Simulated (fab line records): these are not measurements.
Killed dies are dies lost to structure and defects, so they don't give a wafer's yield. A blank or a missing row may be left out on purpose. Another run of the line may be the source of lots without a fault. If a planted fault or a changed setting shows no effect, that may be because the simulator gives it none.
Which tool is to blame?	flow berkeley_cmos170	13 lots with 39 wafers sampled at 4 steps, on a route of 331 steps

## WHAT THE GAUGES SHOWED, per wafer
UCB170_NVT_OVL_MEAS_06.
lot	measured	on	NVT_OVL (nm)
L917	day 7 00:36	overlay-02	3 5 -1
L918	day 7 08:07	overlay-02	-4 -1 1
L921	day 7 18:26	overlay-02	0 -2 -1
L920	day 7 18:55	overlay-02	-1 2 2
L925	day 8 06:07	overlay-02	-4 2 3
L923	day 8 06:52	overlay-01	6 6 10
L924	day 8 07:00	overlay-02	-3 -4 -5
L926	day 8 19:54	overlay-02	-5 -2 -8
L927	day 8 20:09	overlay-01	13 11 15
L929	day 9 11:54	overlay-02	4 0 0
L928	day 9 12:24	overlay-01	-10 -1 -15
L931	day 9 17:56	overlay-02	2 1 -5
L937	day 10 22:37	overlay-01	-1 5 0

UCB170_M1_CD_MEAS_09: target cd 700 nm.
lot	measured	on	cd_nm (nm)
L917	day 8 22:20	cd_sem-02	700.8 700.8 699.9
L918	day 9 05:04	cd_sem-02	696.8 698.6 698.1
L921	day 9 09:55	cd_sem-02	700.5 699.5 699.3
L920	day 9 18:01	cd_sem-01	699.0 699.3 699.9
L925	day 10 06:40	cd_sem-01	702.4 702.7 702.9
L923	day 10 07:00	cd_sem-01	698.9 700.0 701.0
L924	day 10 06:25	cd_sem-02	699.8 700.2 699.5
L926	day 10 16:11	cd_sem-02	700.1 699.7 699.7
L927	day 10 17:02	cd_sem-02	699.5 699.1 698.7
L929	day 11 04:29	cd_sem-01	701.2 700.8 701.1
L928	day 11 03:37	cd_sem-02	699.9 699.3 700.4
L931	day 11 12:26	cd_sem-02	698.9 699.1 698.6
L937	day 12 20:04	cd_sem-01	700.4 699.8 699.8

UCB170_V1_BOW_MEAS_03.
lot	measured	on	V1_BOW (um)
L917	day 9 00:49	film_metro-04	26 37 33
L918	day 9 07:28	film_metro-04	16 15 19
L921	day 9 12:19	film_metro-01	5 3 8
L920	day 9 20:25	film_metro-01	30 11 10
L925	day 10 10:08	film_metro-01	20 30 25
L923	day 10 10:30	film_metro-04	20 19 14
L924	day 10 08:49	film_metro-04	33 18 10
L926	day 10 18:56	film_metro-01	18 10 18
L927	day 10 19:56	film_metro-04	20 22 13
L929	day 11 07:27	film_metro-04	10 22 27
L928	day 11 06:05	film_metro-04	12 19 17
L931	day 11 14:50	film_metro-01	13 11 20
L937	day 12 23:31	film_metro-03	25 11 21

## WHAT TOOL EACH LOT RAN ON (gives the tool, then ch and the chambers of the sampled wafers, and finally the start)
lot	UCB170_GATE_WET_ETCH_00
L917	wet_bench-02 ch 3, day 7 06:00
L918	wet_bench-04 ch 2, day 7 10:05
L921	wet_bench-04 ch 0, day 7 20:45
L920	wet_bench-04 ch 2, day 7 22:22
L925	wet_bench-04 ch 2, day 8 09:50
L923	wet_bench-04 ch 0, day 8 10:12
L924	wet_bench-04 ch 0, day 8 10:29
L926	wet_bench-02 ch 3, day 8 23:23
L927	wet_bench-04 ch 1, day 8 23:26
L929	wet_bench-04 ch 2, day 9 16:11
L928	wet_bench-03 ch 0, day 9 16:53
L931	wet_bench-04 ch 1, day 9 21:43
L937	wet_bench-04 ch 0, day 11 01:56
- UCB170_GATE_WET_ETCH_00: etches SiO2 in dHF, time 200 s.

## WHAT THE TOOLS THEMSELVES READ (means of the sampled wafers that have a number; where no wafer has one, the mark that the record gives instead)
The record holds no such reading with a usual standard deviation.

## THE ANSWER, worked out from the rows above alone
Rule: the lots themselves supply what counts as usual. Put in order of their means at a reading, lots are off if they are a third of the lots or fewer, leave a main group of 4 or more, and stand apart from it by a gap of 3 or more times the standard deviation of the main group's means; of several such gaps the widest counts. A main group is skipped when, at the precision printed for the reading in the tables above, its means are all equal. Also off: a lot with no number at a reading for which 4 or more lots have one. Any other lot the step has rows for is counted as sound. Order of review: gauges by route order, followed by the tools' own readings, for which a lot's mean as printed above is used. The first step at which some lot is off is used, and at that step the reading that is off furthest; a lot without a number counts as furthest.
No lot is off at any reading shown: from this, nothing can be told.

## WHAT WAS PUT IN BY THE SIMULATOR
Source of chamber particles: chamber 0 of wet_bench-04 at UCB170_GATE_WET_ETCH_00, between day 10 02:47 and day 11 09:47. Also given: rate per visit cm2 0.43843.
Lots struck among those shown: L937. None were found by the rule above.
